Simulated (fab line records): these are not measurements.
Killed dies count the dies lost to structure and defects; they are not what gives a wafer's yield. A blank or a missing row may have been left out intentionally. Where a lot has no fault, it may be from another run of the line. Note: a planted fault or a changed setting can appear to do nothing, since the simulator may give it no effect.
fab line records	flow ritCmos
[record] lots = 6	wafers = 18	lastDay = 6
route steps=202 shown M1@184
lots that met no fault: taken from a fault-free run of the same line
startH: the number of hours between the record's first day and the start of the first shown wafer of the lot	waitH: how many hours have passed since the lot's step before this one	" identical to the entry in the row above	L1.1+2: a row that stands for several wafers	- either no value or no given start	* or withheld: withheld	< > ~ a bound
route shown NAME@n: names a module that has steps shown in the file, with the first one's number in the route	usual: average and standard deviation across the fault-free wafers	same: alike in all rows	chamber/n: place in a boat	sites: per-site readings	_std_site: how widely they spread, as a standard deviation	_edge_site: inner sites' mean taken away from outer sites' mean	radiusMm: how far each site lies from the wafer's centre	mask NAME#n: copy n	behind: tool/chamber where the wafer was last shaped	hold: reason for holding the lot/hours on hold/outcome of the hold	device: whichever transistor did not switch (one of n, p or np)	end of line: at the end of the route, the tests of the same wafers	where a step has no rows: the recipe by itself	killed: the dies lost at the first sort to structure and to defects; this is not the yield of the wafer	map: per-die view of a wafer (x killed, . not killed, _ where there is no die)
set.NAME: the setting that was run; set.NAME@STEP: the one run at that earlier step	model.NAME: the simulator's own value behind a step, which no gauge read
lots at some steps of the route; a table a step, a row a wafer
services: from which hour (startH, from the record's first day; less than 0 if before it) a tool's chamber was out of use, for how many hours, and why
[[steps]]
[step RIT_M1_SPUTTER_00]
[recipe] material = Al	targetThkNm = 400	powerW = 2000	chamberPressurePa = 0.4	gas = Ar	timeS = 500	substrateTempC = 25
[usual] throttleValvePct = 30.0/1
lot.wafer	tool	chamber	startH	waitH	throttleValvePct
L397.1	pvdSputter-03	-	70.15	0.0	30.0
L397.4	"	-	"	"	30.1
L397.6	"	-	"	"	29.9
L399.2	pvdSputter-03	-	78.68	0.0	30.2
L399.3	"	-	"	"	30.7
L399.4	"	-	"	"	30.6
L402.1	pvdSputter-04	-	93.66	0.0	30.2
L402.3	"	-	"	"	28.1
L402.4	"	-	"	"	28.7
L405.3	pvdSputter-03	-	108.91	0.0	30.2
L405.4	"	-	"	"	30.6
L405.5	"	-	"	"	30.0
L407.1	pvdSputter-01	-	118.49	0.0	29.4
L407.4	"	-	"	"	29.6
L407.6	"	-	"	"	30.0
L411.3	pvdSputter-01	-	138.30	0.0	29.4
L411.5	"	-	"	"	30.4
L411.6	"	-	"	"	29.4
[step RIT_M1_RS_MEAS_01]
[recipe] thkMeasGauge = four-point-probe	reads = Al_of_M1_SPUTTER_00
[usual] M1_AL_RS = 0.0731/0.00074
lot.wafer	tool	chamber	startH	waitH	M1_AL_RS[ohm/sq]
L397.1	filmMetro-02	-	70.44	0.1	0.0725
L397.4	"	-	"	"	0.0725
L397.6	"	-	"	"	0.0730
L399.2	filmMetro-04	-	78.99	0.2	0.0726
L399.3	"	-	"	"	0.0717
L399.4	"	-	"	"	0.0721
L402.1	filmMetro-04	-	93.96	0.1	0.0722
L402.3	"	-	"	"	0.0729
L402.4	"	-	"	"	0.0719
L405.3	filmMetro-02	-	109.24	0.2	0.0744
L405.4	"	-	"	"	0.0735
L405.5	"	-	"	"	0.0737
L407.1	filmMetro-02	-	118.78	0.1	0.0741
L407.4	"	-	"	"	0.0740
L407.6	"	-	"	"	0.0727
L411.3	filmMetro-04	-	138.63	0.2	0.0735
L411.5	"	-	"	"	0.0733
L411.6	"	-	"	"	0.0740
[step RIT_M1_THK_MEAS_02]
[recipe] thkMeasGauge = xrf	reads = Al_of_M1_SPUTTER_00
[usual] M1_AL_THK = 403/5.4
lot.wafer	tool	chamber	startH	waitH	M1_AL_THK[nm]
L397.1	filmMetro-02	-	70.56	0.1	403
L397.4	"	-	"	"	402
L397.6	"	-	"	"	400
L399.2	filmMetro-04	-	79.10	0.1	408
L399.3	"	-	"	"	412
L399.4	"	-	"	"	413
L402.1	filmMetro-04	-	94.08	0.1	410
L402.3	"	-	"	"	407
L402.4	"	-	"	"	416
L405.3	filmMetro-02	-	109.34	0.1	393
L405.4	"	-	"	"	396
L405.5	"	-	"	"	394
L407.1	filmMetro-02	-	118.90	0.1	394
L407.4	"	-	"	"	394
L407.6	"	-	"	"	405
L411.3	filmMetro-04	-	138.73	0.1	404
L411.5	"	-	"	"	407
L411.6	"	-	"	"	402
[step RIT_M1_HMDS_03]
[recipe] primeTimeS = 60	primeTempC = 140
[step RIT_M1_COAT_04]
[recipe] resist = NOVOLAK	spinRpm = 2000	resistThkNm = 1300
[step RIT_M1_SOFTBAKE_05]
[recipe] resist = NOVOLAK	tempC = 90	timeS = 60
[step RIT_M1_EXPOSE_06]
[recipe] maskId = M12	na = 0.6	sourceShape = conventional	sigmaOuter = 0.5	targetCdNm = 2600	doseMj = 250
[step RIT_M1_PEB_07]
[recipe] resist = NOVOLAK	tempC = withheld	timeS = withheld
[step RIT_M1_DEVELOP_08]
[recipe] resist = NOVOLAK	developTimeS = 68	devTempC = 23
[step RIT_M1_CD_MEAS_09]
[recipe] targetCdNm = 2600
[usual] cdNm = 2600.5/2
lot.wafer	tool	chamber	startH	waitH	cdNm
L397.1	cdSem-01	-	71.50	-	2601.5
L397.4	"	-	"	"	2604.7
L397.6	"	-	"	"	2601.6
L399.2	cdSem-01	-	80.18	-	2603.0
L399.3	"	-	"	"	2600.1
L399.4	"	-	"	"	2600.0
L402.1	cdSem-01	-	95.02	-	2600.6
L402.3	"	-	"	"	2601.1
L402.4	"	-	"	"	2603.1
L405.3	cdSem-02	-	110.30	-	2598.7
L405.4	"	-	"	"	2597.7
L405.5	"	-	"	"	2600.3
L407.1	cdSem-01	-	119.84	-	2604.0
L407.4	"	-	"	"	2603.0
L407.6	"	-	"	"	2603.8
L411.3	cdSem-01	-	139.69	-	2603.2
L411.5	"	-	"	"	2602.7
L411.6	"	-	"	"	2600.8
[step RIT_M1_OVL_MEAS_10]
[usual] M1_OVL = 0.0/1.1
lot.wafer	tool	chamber	startH	waitH	M1_OVL[nm]
L397.1	overlay-01	-	71.62	0.1	0.3
L397.4	"	-	"	"	-0.8
L397.6	"	-	"	"	-0.7
L399.2	overlay-02	-	80.28	0.1	-1.9
L399.3	"	-	"	"	-0.9
L399.4	"	-	"	"	-0.1
L402.1	overlay-01	-	95.14	0.1	0.4
L402.3	"	-	"	"	-0.1
L402.4	"	-	"	"	0.7
L405.3	overlay-02	-	110.40	0.1	-0.1
L405.4	"	-	"	"	0.0
L405.5	"	-	"	"	-2.2
L407.1	overlay-02	-	119.96	0.1	1.3
L407.4	"	-	"	"	1.7
L407.6	"	-	"	"	1.5
L411.3	overlay-02	-	139.78	0.1	2.3
L411.5	"	-	"	"	2.0
L411.6	"	-	"	"	1.3
[step RIT_M1_HARDBAKE_11]
[recipe] resist = NOVOLAK	tempC = 140	timeS = 120
[step RIT_M1_METAL_ETCH_12]
[recipe] stopOn = SiO2	chemistry = Cl2/BCl3	target = Al	timeS = 165	overEtchFrac = 0.5	pressureMtorr = 100	targetDepthA = 6000	rfW = 250	Cl2_flow_sccm = 60	bcl3FlowSccm = 50
[usual] drypumpMotorCurrentA = 5.5/0.5	oesProductAu = 0.781/0.014	rfFwdPowerW = 248.8/0.75	throttleValvePct = 8.25/0.052
lot.wafer	tool	chamber	startH	waitH	drypumpMotorCurrentA	oesProductAu	rfFwdPowerW	rfHoursCounterH	throttleValvePct	model.NOVOLAK_of_M1_COAT_04.thkNm	model.M1.cdNm	model.M1.featureDepthNm
L397.1	rieMetal-01	0	71.91	0.2	5.1	0.759	249.0	37	8.17	804.6	2605	438.7
L397.4	"	1	"	"	5.8	0.776	249.2	-	8.24	820	2604	437.4
L397.6	"	1	"	"	5.8	0.776	248.7	-	8.23	822.8	2600	434.5
L399.2	rieMetal-03	0	80.56	0.2	5.7	0.786	248.6	3	8.27	809.2	2601	437.8
L399.3	"	1	"	"	4.7	0.770	248.3	-	8.24	821	2601	440.5
L399.4	"	0	"	"	5.7	0.788	248.5	-	8.28	806.8	2599	441.4
L402.1	rieMetal-03	0	95.42	0.2	5.7	0.791	349.1	3	8.26	670.3	2578	454.7
L402.3	"	1	"	"	4.7	0.763	248.3	-	8.25	818.3	2601	434.5
L402.4	"	0	"	"	5.7	0.803	347.5	-	8.26	673.9	2581	455.9
L405.3	rieMetal-03	0	110.72	0.2	5.7	0.782	348.3	-	8.27	669.5	2576	443
L405.4	"	1	"	"	4.7	0.758	249.3	-	8.24	815.3	2597	431.8
L405.5	"	0	"	"	5.7	0.790	348.7	-	8.28	670.8	2578	445.7
L407.1	rieMetal-02	0	120.25	0.2	5.7	0.775	247.9	1	8.22	816.4	2607	428.9
L407.4	"	1	"	"	6.2	0.802	248.9	-	8.33	806.7	2602	431.4
L407.6	"	1	"	"	6.2	0.807	250.1	-	8.31	810.4	2603	438.1
L411.3	rieMetal-02	1	140.11	0.2	6.1	0.804	249.5	-	8.34	815.2	2604	433.3
L411.5	"	1	"	"	6.1	0.809	249.9	-	8.33	806.9	2602	434.6
L411.6	"	0	"	"	5.7	0.780	249.3	-	8.23	811.7	2605	431
[step RIT_M1_STRIP_13]
[recipe] chemistry = nmp	resist = NOVOLAK	tempC = 80	timeS = 600	dry = n2Spin
[step RIT_M1_STRIP_14]
[recipe] chemistry = O2	timeS = 180	platenTempC = withheld	powerW = 500	pressureMtorr = 4000	o2FlowSccm = 4000
[usual] drypumpMotorCurrentA = 5.9/0.34
lot.wafer	tool	chamber	startH	waitH	drypumpMotorCurrentA	rfHoursCounterH
L397.1	plasmaAsher-01	0	72.25	0.0	6.1	38
L397.4	"	0	"	"	6.1	-
L397.6	"	1	"	"	5.4	-
L399.2	plasmaAsher-03	1	80.90	0.0	5.5	31
L399.3	"	0	"	"	6.3	-
L399.4	"	1	"	"	5.5	-
L402.1	plasmaAsher-04	1	95.76	0.0	6.1	48
L402.3	"	0	"	"	6.3	-
L402.4	"	1	"	"	6.1	-
L405.3	plasmaAsher-01	0	111.07	0.1	6.1	-
L405.4	"	1	"	"	5.4	-
L405.5	"	0	"	"	6.1	-
L407.1	plasmaAsher-03	1	120.59	0.0	5.6	36
L407.4	"	0	"	"	6.3	-
L407.6	"	1	"	"	5.5	-
L411.3	plasmaAsher-01	0	140.45	0.1	6.1	-
L411.5	"	0	"	"	6.1	-
L411.6	"	1	"	"	5.4	-
[step RIT_M1_CD_MEAS_90]
[recipe] targetCdNm = 2600
[usual] cdNm = 2601/3.3
lot.wafer	tool	chamber	startH	waitH	hold	cdNm
L397.1	cdSem-02	-	72.42	0.1	-	2605
L397.4	"	-	"	"	-	2604
L397.6	"	-	"	"	-	2600
L399.2	cdSem-02	-	81.09	0.1	-	2601
L399.3	"	-	"	"	-	2601
L399.4	"	-	"	"	-	2599
L402.1	cdSem-01	-	95.93	0.1	awaitDispo/0.2h/release	2578
L402.3	"	-	"	"	awaitDispo/0.2h/release	2601
L402.4	"	-	"	"	awaitDispo/0.2h/release	2581
L402.1	cdSem-01	-	96.22	0.3	-	2578
L402.3	"	-	"	"	-	2600
L402.4	"	-	"	"	-	2581
L405.3	cdSem-01	-	111.23	0.1	awaitDispo/0.2h/release	2576
L405.4	"	-	"	"	awaitDispo/0.2h/release	2597
L405.5	"	-	"	"	awaitDispo/0.2h/release	2577
L405.3	cdSem-01	-	111.52	0.3	-	2577
L405.4	"	-	"	"	-	2597
L405.5	"	-	"	"	-	2578
L407.1	cdSem-01	-	120.76	0.1	-	2607
L407.4	"	-	"	"	-	2602
L407.6	"	-	"	"	-	2603
L411.3	cdSem-01	-	140.61	0.1	-	2604
L411.5	"	-	"	"	-	2602
L411.6	"	-	"	"	-	2605
[step RIT_M1_PROBE_99]
[usual] defectLimitedYield = 97.4/1.2	killedAtContacts = 0.1/0.23	killedAtFrontEnd = 7/3.1	killedDies = 7/3.1	killedOpen = 3.4/2.1	killedShort = 3.5/2	sort_bin_3_pad_short = 0.1/0.24	sort_bin_5_function = 1.5/0.82	sort_bin_6_memory = 1.0/0.69	sortNPass = 257/3.1	sortYieldPct = 97.4/1.2
[same] grossDies = 264	killed_at_M0_to_M3 = 0	killed_at_M4_up = 0	killedAtBackSide = 0	killedAtOther = 0
lot.wafer	tool	chamber	startH	waitH	defectLimitedYield[%]	killedAtContacts	killedAtFrontEnd	killedDies	killedOpen	killedShort	sort_bin_3_pad_short[%]	sort_bin_5_function[%]	sort_bin_6_memory[%]	sortNPass	sortYieldPct[%]
L397.1	prober-01	-	75.10	0.1	97.3	0	7	7	5	2	0	1.9	0.8	257	97.3
L397.4	prober-01	-	75.25	0.2	98.1	0	5	5	3	2	0.4	0.8	0.8	259	98.1
L397.6	prober-01	-	75.35	0.2	97.7	0	6	6	2	4	0	0.8	1.5	258	97.7
L399.2	prober-01	-	82.86	0.1	98.5	1	3	4	3	1	0	1.1	0.4	260	98.5
L399.3	prober-01	-	82.91	0.2	97.0	0	8	8	4	4	0.8	1.5	0.8	256	97.0
L399.4	prober-01	-	82.96	0.2	96.2	0	10	10	2	8	0	1.5	2.3	254	96.2
L402.1	prober-02	-	102.00	0.1	96.6	0	9	9	4	5	0.4	1.9	1.1	255	96.6
L402.3	prober-02	-	102.10	0.2	97.3	0	7	7	3	4	0.4	1.9	0.4	257	97.3
L402.4	prober-02	-	102.15	0.2	98.5	0	4	4	2	2	0	0.8	0.8	260	98.5
L405.3	prober-01	-	119.75	0.2	97.7	0	6	6	4	2	0	0.4	1.9	258	97.7
L405.4	prober-01	-	119.80	0.2	94.7	0	14	14	8	6	0	3.0	2.3	250	94.7
L405.5	prober-01	-	119.85	0.2	95.5	0	12	12	6	6	0.8	1.1	2.7	252	95.5
L407.1	prober-02	-	123.58	0.1	98.9	0	3	3	2	1	0	0.8	0.4	261	98.9
L407.4	prober-02	-	123.73	0.2	98.5	0	4	4	1	3	0	0.8	0.8	260	98.5
L407.6	prober-02	-	123.83	0.2	97.7	0	6	6	5	1	0	1.5	0.8	258	97.7
L411.3	prober-02	-	142.41	0.2	95.5	0	12	12	10	2	0	3.0	1.5	252	95.5
L411.5	prober-02	-	142.51	0.2	95.8	0	11	11	5	6	0	2.7	1.5	253	95.8
L411.6	prober-02	-	142.56	0.2	97.3	0	7	7	1	6	0	1.9	0.8	257	97.3
// killed by level:class
L397.1 GATE:geometricParticle:open=2 FOX2:geometricParticle:open=1 GATE:geometricParticle:short=1 REOX:geometricParticle:open=1 SPACER:geometricParticle:short=1 SPACER:geometricParticle:open=1
L397.4 GATE:geometricParticle:open=2 SILICIDE:geometricParticle:short=2 REOX:geometricParticle:open=1
L397.6 FOX1:geometricParticle:short=3 GATE:geometricParticle:open=1 REOX:geometricParticle:short=1 SPACER:geometricParticle:open=1
L399.2 GATE:geometricParticle:short=1 GATE:geometricParticle:open=1 REOX:geometricParticle:open=1 CONTACT:geometricParticle:open=1
L399.3 GATE:geometricParticle:short=3 GATE:geometricParticle:open=2 REOX:geometricParticle:open=1 REOX:geometricParticle:short=1 SILICIDE:geometricParticle:open=1
L399.4 GATE:geometricParticle:short=3 FOX2:geometricParticle:short=2 GATE:geometricParticle:open=2 SILICIDE:geometricParticle:short=2 SPACER:geometricParticle:short=1
L402.1 REOX:geometricParticle:short=3 SPACER:geometricParticle:open=2 GATE:geometricParticle:open=1 GATE:geometricParticle:short=1 SPACER:geometricParticle:short=1 SILICIDE:geometricParticle:open=1
L402.3 GATE:geometricParticle:short=3 FOX1:geometricParticle:open=1 REOX:geometricParticle:open=1 SPACER:geometricParticle:open=1 SILICIDE:geometricParticle:short=1
L402.4 SPACER:geometricParticle:short=2 GATE:geometricParticle:open=1 SPACER:geometricParticle:open=1
L405.3 FOX1:geometricParticle:open=2 GATE:geometricParticle:open=2 GATE:geometricParticle:short=1 SILICIDE:geometricParticle:short=1
L405.4 SPACER:geometricParticle:open=3 FOX1:geometricParticle:short=2 GATE:geometricParticle:open=2 REOX:geometricParticle:open=2 SPACER:geometricParticle:short=2 FOX1:geometricParticle:open=1 GATE:geometricParticle:short=1 SILICIDE:geometricParticle:short=1
L405.5 GATE:geometricParticle:short=3 FOX1:geometricParticle:open=2 FOX2:geometricParticle:short=2 GATE:geometricParticle:open=2 FOX1:geometricParticle:short=1 FOX2:geometricParticle:open=1 REOX:geometricParticle:open=1
L407.1 GATE:geometricParticle:open=2 GATE:geometricParticle:short=1
L407.4 FOX1:geometricParticle:short=1 GATE:geometricParticle:open=1 REOX:geometricParticle:short=1 SPACER:geometricParticle:short=1
L407.6 FOX1:geometricParticle:open=2 GATE:geometricParticle:open=2 SPACER:geometricParticle:short=1 SILICIDE:geometricParticle:open=1
L411.3 GATE:geometricParticle:open=4 FOX1:geometricParticle:open=3 SPACER:geometricParticle:open=2 GATE:geometricParticle:short=2 REOX:geometricParticle:open=1
L411.5 GATE:geometricParticle:short=4 SPACER:geometricParticle:open=3 GATE:geometricParticle:open=2 FOX2:geometricParticle:short=1 SPACER:geometricParticle:short=1
L411.6 SPACER:geometricParticle:short=2 FOX1:geometricParticle:short=1 FOX2:geometricParticle:short=1 GATE:geometricParticle:short=1 REOX:geometricParticle:open=1 REOX:geometricParticle:short=1
[[services]]
tool	chamber	startH	hours	kind
plasmaAsher-01	-	46.76	12.8	repair
plasmaAsher-03	-	93.85	2.8	pm
plasmaAsher-01	-	120.14	15.6	pm
rieMetal-02	-	123.37	14.6	pm
rieMetal-01	-	133.99	1.4	pm
rieMetal-01	-	136.12	20.0	pm
rieMetal-01	0	136.12	20.0	ventCycle
rieMetal-01	1	136.12	20.0	ventCycle
[[key]]
[firstSign] step = RIT_M1_METAL_ETCH_12	reading = rfFwdPowerW	direction = up	sigmas = 99+	usual = 248.8	struck = 348.4
[effect] step = RIT_M1_CD_MEAS_90	reading = visit	direction = added
[effect] step = RIT_M1_CD_MEAS_90	reading = cdNm	direction = down	sigmas = 7	usual = 2601	struck = 2578
[modelEffect] step = RIT_M1_METAL_ETCH_12	value = NOVOLAK_of_M1_COAT_04.thkNm	without = 804.4	struck = 671.1
metAt RIT_M1_METAL_ETCH_12
struckWafers L402.1,L402.4,L405.3,L405.5
onsetBetween 80.56 95.42
[fault] kind = processParameterDrift	tool = rieMetal-03	chamber = 0	onsetH = 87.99	steps = RIT_M1_METAL_ETCH_12	channel = rfW	offset = 100	shape = step	endH = 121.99	stated = 250
